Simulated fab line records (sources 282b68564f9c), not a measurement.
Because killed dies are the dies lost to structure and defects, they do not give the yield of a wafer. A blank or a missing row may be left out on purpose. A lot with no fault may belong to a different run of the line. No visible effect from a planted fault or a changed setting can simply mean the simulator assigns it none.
fab line records	flow rit-cmos
record: lots: 6	wafers: 18	last-day: 6
route steps=202 shown FOX2@23 NWELL@28 M1@202
lots that met no fault: from a run of the same line without faults
start-h: hours from the record's first day to the start of the lot's first wafer shown	wait-h: how many hours have passed since the lot's step before this one	" repeats the value in the row above	L1.1+2: a single row standing in for several wafers	- no value, or no start given	* or withheld: withheld	< > ~ a bound
route shown NAME@n: a module of which the file shows steps, and the number in the route of the first	usual: mean/standard deviation of fault-free wafers	same: alike in all rows	chamber/n: place in a boat	sites: per-site readings	_std_site: standard deviation across them	_edge_site: inner sites' mean taken away from outer sites' mean	radius-mm: how far each site lies from the wafer's centre	mask NAME#n: copy n	behind: the most recent tool/chamber to have shaped the wafer	hold: reason for holding the lot/hours on hold/outcome of the hold	device: whichever transistor did not switch (one of n, p or np)	end of line: tests run on the same wafers once the route is complete	a step with no rows: only its recipe	killed: not the wafer's yield, but the dies lost to structure and defects at the first sort	map: dies across one wafer; x = killed, . = not, _ = none there
set.NAME: the setting as run; set.NAME@STEP: as run at that earlier step	model.NAME: the simulator's own value behind a step, which no gauge read
lots at some steps of the route; a table a step, a row a wafer
== steps ==
step: RIT_FOX2_OXIDATION_00
recipe: temp-c: 1100	ambient: H2O	target-thk-a: 3507	p-h2o-torr: 720	ox-time-s: 1130
step: RIT_FOX2_THK_MEAS_01
recipe: reads: SiO2_of_FOX2_OXIDATION_00
usual: FOX2_OXIDE_THK: 352/5.8
lot.wafer	tool	chamber	start-h	wait-h	FOX2_OXIDE_THK[nm]
L540.3	film-metro-03	-	43.47	0.0	347
L540.4	"	-	"	"	343
L540.5	"	-	"	"	346
L543.1	film-metro-03	-	58.33	0.0	346
L543.5	"	-	"	"	346
L543.6	"	-	"	"	353
L546.1	film-metro-01	-	73.35	0.0	357
L546.2	"	-	"	"	355
L546.4	"	-	"	"	359
L547.1	film-metro-02	-	78.37	0.0	352
L547.2	"	-	"	"	355
L547.6	"	-	"	"	344
L551.1	film-metro-01	-	99.44	0.0	351
L551.4	"	-	"	"	346
L551.6	"	-	"	"	347
L554.1	film-metro-01	-	113.46	0.0	348
L554.2	"	-	"	"	347
L554.3	"	-	"	"	353
step: RIT_FOX2_CLEAN_02
recipe: chemistry: dHF	dilution: 50:1	time-s: 180
step: RIT_FOX2_WET_ETCH_03
recipe: chemistry: H3PO4	target: Si3N4	target-depth-nm: 195	temp-c: 165	time-s: 2782
step: RIT_FOX2_THK_MEAS_90
recipe: reads: SiO2_of_FOX2_OXIDATION_00
usual: FIELD_OXIDE_LEFT_1_THK: 325/5.8
lot.wafer	tool	chamber	start-h	wait-h	FIELD_OXIDE_LEFT_1_THK[nm]
L540.3	film-metro-01	-	44.49	0.0	320
L540.4	"	-	"	"	315
L540.5	"	-	"	"	319
L543.1	film-metro-02	-	59.20	0.0	318
L543.5	"	-	"	"	318
L543.6	"	-	"	"	325
L546.1	film-metro-02	-	74.23	0.0	329
L546.2	"	-	"	"	327
L546.4	"	-	"	"	330
L547.1	film-metro-03	-	79.31	0.0	324
L547.2	"	-	"	"	327
L547.6	"	-	"	"	316
L551.1	film-metro-03	-	100.31	0.0	324
L551.4	"	-	"	"	318
L551.6	"	-	"	"	320
L554.1	film-metro-01	-	114.41	0.0	320
L554.2	"	-	"	"	320
L554.3	"	-	"	"	325
step: RIT_NWELL_HMDS_00
recipe: prime-time-s: 60	prime-temp-c: 140
step: RIT_NWELL_COAT_01
recipe: resist: NOVOLAK	spin-rpm: 2000	resist-thk-nm: 1300
step: RIT_NWELL_SOFTBAKE_02
recipe: resist: NOVOLAK	temp-c: 90	time-s: 60
step: RIT_NWELL_EXPOSE_03
recipe: mask-id: M2	na: 0.57	target-cd-nm: 43900	dose-mj: 250
step: RIT_NWELL_PEB_04
recipe: resist: NOVOLAK	temp-c: withheld	time-s: withheld
step: RIT_NWELL_DEVELOP_05
recipe: resist: NOVOLAK	develop-time-s: 68	dev-temp-c: 23
step: RIT_NWELL_OVL_MEAS_06
usual: NWELL_OVL: 0.0/1.4
lot.wafer	tool	chamber	start-h	wait-h	NWELL_OVL[nm]
L540.3	overlay-02	-	45.59	-	-2.6
L540.4	"	-	"	"	-0.8
L540.5	"	-	"	"	-0.9
L543.1	overlay-01	-	60.27	-	1.9
L543.5	"	-	"	"	0.5
L543.6	"	-	"	"	0.2
L546.1	overlay-01	-	75.17	-	1.0
L546.2	"	-	"	"	-0.6
L546.4	"	-	"	"	1.4
L547.1	overlay-01	-	80.25	-	1.7
L547.2	"	-	"	"	1.4
L547.6	"	-	"	"	0.0
L551.1	overlay-02	-	101.34	-	1.6
L551.4	"	-	"	"	0.8
L551.6	"	-	"	"	0.5
L554.1	overlay-01	-	115.47	-	0.1
L554.2	"	-	"	"	-0.4
L554.3	"	-	"	"	-0.4
step: RIT_NWELL_HARDBAKE_07
recipe: resist: NOVOLAK	temp-c: 140	time-s: 120
usual: heater-power-total-W: 52.03/0.061	plate-temp-C: 139.99/0.13
lot.wafer	tool	chamber	start-h	wait-h	heater-power-total-W	plate-temp-C
L540.3	litho-track-02	0	45.70	0.1	51.99	140.19
L540.4	"	0	"	"	51.94	140.04
L540.5	"	0	"	"	52.10	140.12
L543.1	litho-track-03	0	60.30	0.0	52.00	139.84
L543.5	"	0	"	"	51.97	140.11
L543.6	"	0	"	"	51.99	140.03
L546.1	litho-track-03	0	75.20	0.0	50.99	138.13
L546.2	"	0	"	"	51.14	137.89
L546.4	"	0	"	"	51.18	138.07
L547.1	litho-track-02	0	80.29	0.0	52.11	140.25
L547.2	"	0	"	"	51.94	140.03
L547.6	"	0	"	"	51.99	140.12
L551.1	litho-track-03	0	101.38	0.0	51.15	138.32
L551.4	"	0	"	"	51.17	138.35
L551.6	"	0	"	"	51.13	138.15
L554.1	litho-track-01	0	115.51	0.0	52.01	140.06
L554.2	"	0	"	"	52.06	139.92
L554.3	"	0	"	"	51.96	140.19
step: RIT_NWELL_IMPLANT_08
recipe: species: P	energy-kev: 171.5	dose-cm2: 5e+13	tilt-deg: 7
step: RIT_M1_PROBE_99
usual: killed_at_M0_to_M3: 0.0/0.12	killed-at-front-end: 6.6/2.7	killed-dies: 6.7/2.8	killed-open: 3.4/2.1	killed-short: 3.3/1.8
same: gross-dies: 264	killed_at_M4_up: 0	killed-at-back-side: 0	killed-at-contacts: 0	killed-at-other: 0
lot.wafer	tool	chamber	start-h	wait-h	killed_at_M0_to_M3	killed-at-front-end	killed-dies	killed-open	killed-short
L540.3	prober-01	-	82.68	0.2	0	11	11	5	6
L540.4	prober-01	-	82.73	0.2	0	7	7	2	5
L540.5	prober-01	-	82.78	0.2	0	4	4	3	1
L543.1	prober-02	-	98.68	0.1	0	8	8	4	4
L543.5	prober-02	-	98.88	0.2	0	5	5	2	3
L543.6	prober-02	-	98.93	0.2	0	3	3	2	1
L546.1	prober-01	-	111.82	0.1	0	6	6	3	3
L546.2	prober-01	-	111.87	0.1	0	13	13	6	7
L546.4	prober-01	-	111.97	0.2	0	7	7	2	5
L547.1	prober-02	-	120.05	0.1	0	9	9	4	5
L547.2	prober-02	-	120.10	0.1	0	4	4	3	1
L547.6	prober-02	-	120.30	0.2	1	10	11	2	9
L551.1	prober-02	-	137.64	0.1	0	9	9	4	5
L551.4	prober-02	-	137.79	0.2	0	5	5	3	2
L551.6	prober-02	-	137.89	0.2	0	5	5	0	3
L554.1	prober-01	-	151.66	0.1	0	2	2	1	1
L554.2	prober-01	-	151.71	0.1	0	6	6	2	4
L554.3	prober-01	-	151.76	0.2	0	6	6	4	2
killed by level:class
L540.3 FOX1:geometric-particle:short=4 FOX1:geometric-particle:open=2 FOX2:geometric-particle:short=1 GATE:geometric-particle:open=1 REOX:geometric-particle:open=1 SPACER:geometric-particle:short=1 SILICIDE:geometric-particle:open=1
L540.4 FOX1:geometric-particle:short=3 GATE:geometric-particle:short=2 FOX1:geometric-particle:open=1 GATE:geometric-particle:open=1
L540.5 GATE:geometric-particle:open=2 FOX1:geometric-particle:open=1 GATE:geometric-particle:short=1
L543.1 SPACER:geometric-particle:short=2 FOX1:geometric-particle:open=1 FOX2:geometric-particle:short=1 GATE:geometric-particle:open=1 REOX:geometric-particle:open=1 SPACER:geometric-particle:open=1 SILICIDE:geometric-particle:short=1
L543.5 FOX1:geometric-particle:open=1 FOX1:geometric-particle:short=1 GATE:geometric-particle:short=1 SPACER:geometric-particle:open=1 SILICIDE:geometric-particle:short=1
L543.6 FOX1:geometric-particle:open=1 REOX:geometric-particle:short=1 REOX:geometric-particle:open=1
L546.1 SILICIDE:geometric-particle:open=2 FOX1:geometric-particle:short=1 FOX1:geometric-particle:open=1 REOX:geometric-particle:short=1 SILICIDE:geometric-particle:short=1
L546.2 GATE:geometric-particle:open=3 GATE:geometric-particle:short=2 REOX:geometric-particle:short=2 SPACER:geometric-particle:short=2 FOX1:geometric-particle:open=1 FOX2:geometric-particle:open=1 FOX2:geometric-particle:short=1 REOX:geometric-particle:open=1
L546.4 SILICIDE:geometric-particle:short=2 FOX1:geometric-particle:short=1 FOX2:geometric-particle:open=1 GATE:geometric-particle:short=1 REOX:geometric-particle:short=1 REOX:geometric-particle:open=1
L547.1 GATE:geometric-particle:short=3 GATE:geometric-particle:open=2 FOX1:geometric-particle:open=1 FOX1:geometric-particle:short=1 FOX2:geometric-particle:open=1 SILICIDE:geometric-particle:short=1
L547.2 SPACER:geometric-particle:open=2 GATE:geometric-particle:open=1 SILICIDE:geometric-particle:short=1
L547.6 GATE:geometric-particle:short=4 SILICIDE:geometric-particle:short=2 ACTIVE:geometric-particle:short=1 GATE:geometric-particle:open=1 SPACER:geometric-particle:open=1 SPACER:geometric-particle:short=1 M1:geometric-particle:short=1
L551.1 FOX1:geometric-particle:short=3 GATE:geometric-particle:short=2 SILICIDE:geometric-particle:open=2 GATE:geometric-particle:open=1 SPACER:geometric-particle:open=1
L551.4 FOX1:geometric-particle:open=2 ACTIVE:geometric-particle:short=1 FOX1:geometric-particle:short=1 FOX2:geometric-particle:open=1
L551.6 GATE:geometric-particle:short=2 NRETRO:coat-microbubble-printed=2 SPACER:geometric-particle:short=1
L554.1 GATE:geometric-particle:short=1 REOX:geometric-particle:open=1
L554.2 GATE:geometric-particle:short=3 GATE:geometric-particle:open=2 SPACER:geometric-particle:short=1
L554.3 GATE:geometric-particle:short=2 GATE:geometric-particle:open=2 FOX1:geometric-particle:open=1 SPACER:geometric-particle:open=1
== key ==
first-sign: step: RIT_NWELL_HARDBAKE_07	reading: heater-power-total-W	direction: down	sigmas: 15	usual: 52.03	struck: 51.13
effect: step: RIT_NWELL_HARDBAKE_07	reading: plate-temp-C	direction: down	sigmas: 15	usual: *	struck: *
met-at RIT_NWELL_HARDBAKE_07
struck-wafers L546.1,L546.2,L546.4,L551.1,L551.4,L551.6
tester-left-out L546,L551
onset-between 60.30 75.20
fault: kind: process-parameter-drift	tool: litho-track-03	chamber: -	onset-h: 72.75	steps: RIT_NWELL_HARDBAKE_07	channel: temp-c	offset: *	shape: step	end-h: 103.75	acts-in: *	stated: *
tester-left-out: of these lots the tester's yield and bins aren't shown, on N5 and GAA mostly nor the transistor test; their killed dies are dies lost to structure and defects alone, not to doping, threshold or leakage, so they don't give the yield
